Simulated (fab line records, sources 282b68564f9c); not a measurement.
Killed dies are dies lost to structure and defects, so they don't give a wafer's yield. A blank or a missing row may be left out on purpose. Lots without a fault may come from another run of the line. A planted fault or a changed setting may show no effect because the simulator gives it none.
fab line records | flow rit_cmos
record lots=5 wafers=15 last_day=7
route steps=202 shown GATE@94 REOX@98 NLDD@103 PLDD@114 SPACER@125
lots that met no fault: from a run of the same line without faults
start_h: hours from the record's first day to the start of the lot's first wafer shown | wait_h: hours since the lot's step before | " the same as in the row above | L1.1+2: a row that stands for several wafers | - no value, or no start given | * or withheld: withheld | < > ~ a bound
route shown NAME@n: a module of which the file shows steps, and the number in the route of the first | usual: mean/standard deviation of fault-free wafers | same: alike in all rows | chamber/n: place in a boat | sites: the reading at each site | _std_site: their standard deviation | _edge_site: outer sites' mean less inner sites' | radius_mm: how far each site lies from the wafer's centre | mask NAME#n: copy n | behind: the tool/chamber that last shaped the wafer | hold: why the lot was held/for how many hours/how that ended | device: the transistor (n, p or np) that didn't switch | end of line: the same wafers' tests at the end of the route | a step without rows: its recipe alone | killed: dies lost to structure and defects at the first sort, not the wafer's yield | map: a wafer's dies, x killed, . not, _ none there
set.NAME: the setting as run; set.NAME@STEP: as run at that earlier step | model.NAME: the simulator's own value behind a step, which no gauge read
lots at some steps of the route; a table a step, a row a wafer
services: from which hour (start_h, from the record's first day; less than 0 if before it) a tool's chamber was out of use, for how many hours, and why
## steps
# step RIT_GATE_HARDBAKE_18
# recipe resist=NOVOLAK temp_c=140 time_s=60
# step RIT_GATE_ETCH_19
# recipe chemistry=SF6/CHF3/O2 time_s=165 SF6_flow_sccm=30 CHF3_flow_sccm=30 O2_flow_sccm=5 target=poly-Si pressure_mtorr=40 rf_w=160 target_depth_a=3125 over_etch_frac=0.25 stop_on=SiO2
# usual chamber_pressure_mTorr=40.00/0.037 drypump_motor_current_A=5.5/0.6 oes_product_au=0.850/0.016 throttle_valve_pct=10.22/0.18
# columns lot.wafer tool chamber start_h wait_h chamber_pressure_mTorr drypump_motor_current_A oes_product_au rf_hours_counter_h throttle_valve_pct
L210.1 rie_si-02 0 56.54 0.1 40.05 5.9 0.836 42 10.37
L210.4 " 1 " " 40.00 4.9 0.838 101 10.01
L210.5 " 0 " " 40.00 5.9 0.842 - 10.37
L221.2 rie_si-01 3 110.68 0.1 40.02 5.2 0.866 44 10.34
L221.5 " 3 " " 40.00 5.2 0.862 - 10.35
L221.6 " 2 " " 40.02 4.7 0.856 - 9.94
L222.3 rie_si-02 2 112.82 0.1 39.98 5.0 0.845 139 10.19
L222.4 " 1 " " 40.13 4.9 0.850 102 10.01
L222.6 " 1 " " 40.03 4.9 0.843 - 9.99
L227.1 rie_si-01 3 137.02 0.1 39.95 5.2 0.874 45 10.33
L227.4 " 1 " " 40.02 6.6 0.864 23 10.33
L227.6 " 0 " " 40.01 5.6 0.873 - 10.50
L229.3 rie_si-01 2 148.31 0.1 40.01 4.7 0.854 3 9.94
L229.4 " 0 " " 40.02 5.6 0.863 34 10.49
L229.5 " 2 " " 40.00 4.7 0.857 - 9.96
# step RIT_GATE_STRIP_20
# recipe chemistry=O2 time_s=180 resist=NOVOLAK platen_temp_c=withheld power_w=500 pressure_mtorr=4000 o2_flow_sccm=4000
# usual chamber_pressure_mTorr=4000/3.9 drypump_motor_current_A=5.6/0.4
# columns lot.wafer tool chamber start_h wait_h chamber_pressure_mTorr drypump_motor_current_A rf_hours_counter_h
L210.1 plasma_asher-04 0 56.65 0.1 4002 6.1 26
L210.4 " 0 " " 4004 6.1 -
L210.5 " 1 " " 4000 5.3 -
L221.2 plasma_asher-02 0 110.78 0.1 3999 5.6 45
L221.5 " 1 " " 4003 4.9 -
L221.6 " 0 " " 4000 5.6 -
L222.3 plasma_asher-02 1 112.98 0.1 4001 4.9 -
L222.4 " 0 " " 3994 5.6 -
L222.6 " 1 " " 3996 4.9 -
L227.1 plasma_asher-04 0 137.13 0.1 4003 6.1 36
L227.4 " 1 " " 4002 5.3 -
L227.6 " 0 " " 3997 6.1 -
L229.3 plasma_asher-02 1 148.47 0.1 4006 4.9 -
L229.4 " 0 " " 3996 5.6 -
L229.5 " 1 " " 4007 4.9 -
# step RIT_GATE_CD_MEAS_90
# recipe target_cd_nm=150
# usual cd_nm=149.6/2
# columns lot.wafer tool chamber start_h wait_h cd_nm
L210.1 cd_sem-01 - 56.83 0.1 149.8
L210.4 " - " " 148.3
L210.5 " - " " 147.3
L221.2 cd_sem-01 - 110.98 0.1 145.9
L221.5 " - " " 149.3
L221.6 " - " " 148.3
L222.3 cd_sem-01 - 113.14 0.1 147.1
L222.4 " - " " 149.5
L222.6 " - " " 148.5
L227.1 cd_sem-01 - 137.30 0.1 149.9
L227.4 " - " " 149.1
L227.6 " - " " 149.6
L229.3 cd_sem-02 - 148.63 0.1 148.9
L229.4 " - " " 151.3
L229.5 " - " " 149.4
# step RIT_REOX_CLEAN_00
# recipe chemistry=SC1 mix=3:3:50 time_s=600 temp_c=75
# step RIT_REOX_CLEAN_01
# recipe chemistry=dHF dilution=50:1 time_s=30
# step RIT_REOX_CLEAN_02
# recipe chemistry=SC2 mix=3:3:50 time_s=600 temp_c=75 dry=n2_spin
# step RIT_REOX_OXIDATION_03
# recipe temp_c=900 ambient=O2 target_thk_a=252 ox_time_s=5580
# step RIT_REOX_THK_MEAS_04
# recipe reads=SiO2_of_REOX_OXIDATION_03
# usual REOX_OXIDE_THK=25.2/0.43
# columns lot.wafer tool chamber start_h wait_h REOX_OXIDE_THK[nm]
L210.1 film_metro-02 - 61.11 0.0 24.7
L210.4 " - " " 24.8
L210.5 " - " " 25.0
L221.2 film_metro-02 - 114.01 0.0 25.5
L221.5 " - " " 25.2
L221.6 " - " " 25.4
L222.3 film_metro-02 - 116.58 0.0 25.4
L222.4 " - " " 25.5
L222.6 " - " " 25.5
L227.1 film_metro-02 - 142.44 0.0 24.8
L227.4 " - " " 24.5
L227.6 " - " " 25.3
L229.3 film_metro-02 - 152.03 0.0 24.9
L229.4 " - " " 24.9
L229.5 " - " " 24.5
# step RIT_NLDD_HMDS_00
# recipe prime_time_s=60 prime_temp_c=140
# step RIT_NLDD_COAT_01
# recipe resist=NOVOLAK spin_rpm=3250 resist_thk_nm=1000
# step RIT_NLDD_SOFTBAKE_02
# recipe resist=NOVOLAK temp_c=90 time_s=60
# step RIT_NLDD_EXPOSE_03
# recipe mask_id=M7 na=0.57 target_cd_nm=40700 dose_mj=250
# usual stage_vel_mm_s=500.01/0.27
# columns lot.wafer tool chamber start_h wait_h mask stage_vel_mm_s
L210.1 iline_stepper-01 0 61.62 0.1 M8#0 500.02
L210.4 " 0 " " M8#0 499.85
L210.5 " 0 " " M8#0 499.99
L221.2 iline_stepper-01 0 114.53 0.1 M7#0 500.08
L221.5 " 0 " " M7#0 500.02
L221.6 " 0 " " M7#0 499.87
L222.3 iline_stepper-02 0 117.23 0.2 M7#0 499.53
L222.4 " 0 " " M7#0 500.07
L222.6 " 0 " " M7#0 499.95
L227.1 iline_stepper-02 0 143.07 0.2 M7#0 499.86
L227.4 " 0 " " M7#0 499.90
L227.6 " 0 " " M7#0 500.49
L229.3 iline_stepper-02 0 152.93 0.5 M7#0 500.10
L229.4 " 0 " " M7#0 500.16
L229.5 " 0 " " M7#0 500.10
# step RIT_NLDD_PEB_04
# recipe resist=NOVOLAK temp_c=withheld time_s=withheld
# step RIT_NLDD_DEVELOP_05
# recipe resist=NOVOLAK develop_time_s=50 dev_temp_c=23
# step RIT_NLDD_OVL_MEAS_06
# usual NLDD_OVL=-0.3/2.2
# columns lot.wafer tool chamber start_h wait_h NLDD_OVL[nm]
L210.1 overlay-01 - 62.02 - -
L210.4 " - " " -
L210.5 " - " " -
L221.2 overlay-02 - 114.91 - -5.0
L221.5 " - " " -3.4
L221.6 " - " " -5.8
L222.3 overlay-02 - 117.61 - 1.4
L222.4 " - " " 3.4
L222.6 " - " " 1.5
L227.1 overlay-01 - 143.47 - 1.3
L227.4 " - " " 0.4
L227.6 " - " " 1.2
L229.3 overlay-01 - 153.30 - 4.8
L229.4 " - " " 5.6
L229.5 " - " " 5.1
# step RIT_NLDD_HARDBAKE_07
# recipe resist=NOVOLAK temp_c=140 time_s=60
# step RIT_NLDD_IMPLANT_08
# recipe species=P energy_kev=20 dose_cm2=5e+14 tilt_deg=7
# step RIT_NLDD_STRIP_09
# recipe chemistry=O2 time_s=180 resist=NOVOLAK platen_temp_c=withheld power_w=500 pressure_mtorr=4000 o2_flow_sccm=4000
# usual chamber_pressure_mTorr=4000/3.5 drypump_motor_current_A=5.6/0.37
# columns lot.wafer tool chamber start_h wait_h chamber_pressure_mTorr drypump_motor_current_A rf_hours_counter_h
L210.1 plasma_asher-04 0 62.35 0.1 3999 6.1 27
L210.4 " 0 " " 3997 6.1 -
L210.5 " 0 " " 3994 6.1 -
L221.2 plasma_asher-04 0 115.24 0.1 4002 6.1 33
L221.5 " 0 " " 3995 6.1 -
L221.6 " 1 " " 3999 5.3 -
L222.3 plasma_asher-01 0 118.21 0.1 3996 5.9 -
L222.4 " 1 " " 4000 5.8 -
L222.6 " 1 " " 4000 5.8 -
L227.1 plasma_asher-03 0 143.81 0.1 4002 5.1 51
L227.4 " 0 " " 4003 5.1 -
L227.6 " 0 " " 4007 5.1 -
L229.3 plasma_asher-03 1 153.68 0.1 3997 5.5 -
L229.4 " 0 " " 3997 5.1 -
L229.5 " 0 " " 4001 5.1 -
# step RIT_NLDD_TW_MEAS_10
# usual NLDD_TW=2491/13
# columns lot.wafer tool chamber start_h wait_h NLDD_TW
L210.1 film_metro-02 - 62.53 0.1 30
L210.4 " - " " 30
L210.5 " - " " 30
L221.2 film_metro-03 - 115.43 0.1 2480
L221.5 " - " " 2470
L221.6 " - " " 2490
L222.3 film_metro-02 - 118.35 0.1 2494
L222.4 " - " " 2490
L222.6 " - " " 2493
L227.1 film_metro-03 - 143.99 0.1 2470
L227.4 " - " " 2477
L227.6 " - " " 2473
L229.3 film_metro-03 - 153.82 0.1 2483
L229.4 " - " " 2492
L229.5 " - " " 2481
# step RIT_PLDD_HMDS_00
# recipe prime_time_s=60 prime_temp_c=140
# step RIT_PLDD_COAT_01
# recipe resist=NOVOLAK spin_rpm=3250 resist_thk_nm=1000
# step RIT_PLDD_SOFTBAKE_02
# recipe resist=NOVOLAK temp_c=90 time_s=60
# step RIT_PLDD_EXPOSE_03
# recipe mask_id=M8 na=0.57 target_cd_nm=40900 dose_mj=250
# step RIT_PLDD_PEB_04
# recipe resist=NOVOLAK temp_c=withheld time_s=withheld
# step RIT_PLDD_DEVELOP_05
# recipe resist=NOVOLAK develop_time_s=50 dev_temp_c=23
# step RIT_PLDD_OVL_MEAS_06
# usual PLDD_OVL=0.0/1.4
# columns lot.wafer tool chamber start_h wait_h PLDD_OVL[nm]
L210.1 overlay-01 - 63.44 - 2.4
L210.4 " - " " 0.8
L210.5 " - " " 0.4
L221.2 overlay-02 - 116.47 - -2.3
L221.5 " - " " -1.3
L221.6 " - " " -1.0
L222.3 overlay-01 - 119.37 - -1.3
L222.4 " - " " -1.2
L222.6 " - " " 2.3
L227.1 overlay-01 - 145.02 - -3.1
L227.4 " - " " 1.2
L227.6 " - " " 0.3
L229.3 overlay-02 - 154.87 - -0.4
L229.4 " - " " 1.5
L229.5 " - " " 0.3
# step RIT_PLDD_HARDBAKE_07
# recipe resist=NOVOLAK temp_c=140 time_s=60
# step RIT_PLDD_IMPLANT_08
# recipe species=BF2 energy_kev=20 dose_cm2=9e+14 tilt_deg=7
# step RIT_PLDD_STRIP_09
# recipe chemistry=O2 time_s=180 resist=NOVOLAK platen_temp_c=withheld power_w=500 pressure_mtorr=4000 o2_flow_sccm=4000
# usual chamber_pressure_mTorr=4000/3.8 drypump_motor_current_A=5.4/0.37
# columns lot.wafer tool chamber start_h wait_h chamber_pressure_mTorr drypump_motor_current_A rf_hours_counter_h
L210.1 plasma_asher-02 1 63.77 0.1 3994 4.9 41
L210.4 " 0 " " 4002 5.6 -
L210.5 " 1 " " 4004 4.9 -
L221.2 plasma_asher-04 0 116.80 0.1 4003 6.1 33
L221.5 " 0 " " 4006 6.1 -
L221.6 " 1 " " 3995 5.3 -
L222.3 plasma_asher-03 0 119.76 0.1 4002 5.1 -
L222.4 " 1 " " 4003 5.5 -
L222.6 " 0 " " 4001 5.1 -
L227.1 plasma_asher-02 0 145.36 0.1 4001 5.6 49
L227.4 " 1 " " 3991 4.9 -
L227.6 " 1 " " 3997 4.9 -
L229.3 plasma_asher-02 0 155.26 0.1 4004 5.6 -
L229.4 " 1 " " 3995 4.9 -
L229.5 " 0 " " 3998 5.6 -
# step RIT_PLDD_TW_MEAS_10
# usual PLDD_TW=2348/13
# columns lot.wafer tool chamber start_h wait_h PLDD_TW
L210.1 film_metro-03 - 63.95 0.1 2851
L210.4 " - " " 2857
L210.5 " - " " 2867
L221.2 film_metro-04 - 116.99 0.1 2351
L221.5 " - " " 2342
L221.6 " - " " 2351
L222.3 film_metro-02 - 119.89 0.1 2334
L222.4 " - " " 2342
L222.6 " - " " 2336
L227.1 film_metro-03 - 145.53 0.1 2332
L227.4 " - " " 2344
L227.6 " - " " 2348
L229.3 film_metro-03 - 155.39 0.1 2343
L229.4 " - " " 2347
L229.5 " - " " 2340
# step RIT_SPACER_CLEAN_00
# recipe chemistry=SC1 mix=3:3:50 time_s=600 temp_c=75
## services
# columns tool chamber start_h hours kind
iline_stepper-02 0 39.55 - calibration
rie_si-01 1 68.54 6.2 repair
iline_stepper-02 - 72.14 4.4 pm
plasma_asher-02 - 75.76 0.5 repair
rie_si-02 3 78.18 1.3 repair
plasma_asher-01 - 81.88 3.2 repair
iline_stepper-02 - 102.30 0.7 repair
plasma_asher-01 - 108.75 9.0 pm
plasma_asher-01 0 108.75 9.0 vent_cycle
plasma_asher-01 1 108.75 9.0 vent_cycle
plasma_asher-01 - 110.76 0.7 repair
plasma_asher-01 0 117.75 - clean
plasma_asher-01 1 117.75 - clean
plasma_asher-02 - 124.14 9.8 repair
iline_stepper-01 0 155.08 - calibration
## key
first_sign step=RIT_NLDD_EXPOSE_03 reading=mask direction=changed
effect step=RIT_NLDD_OVL_MEAS_06 reading=NLDD_OVL direction=missing
effect step=RIT_NLDD_TW_MEAS_10 reading=NLDD_TW direction=down sigmas=99+ usual=2491 struck=30
effect step=RIT_PLDD_TW_MEAS_10 reading=PLDD_TW direction=up sigmas=40 usual=2348 struck=2858
met_at RIT_NLDD_EXPOSE_03
struck_wafers L210.1,L210.4,L210.5
sort_left_out L210.1,L210.4,L210.5
tester_left_out L210
fault kind=wrong_mask tool=any chamber=- onset_h=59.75 steps=RIT_NLDD_EXPOSE_03 aux_copy=M8#0 scope=struck_lots_only
# tester_left_out: of these lots the tester's yield and bins aren't shown, on N5 and GAA mostly nor the transistor test; their killed dies are dies lost to structure and defects alone, not to doping, threshold or leakage, so they don't give the yield
# sort_left_out: the simulated sort isn't trusted on such a fault, so these wafers' sort isn't shown, and their yield isn't known
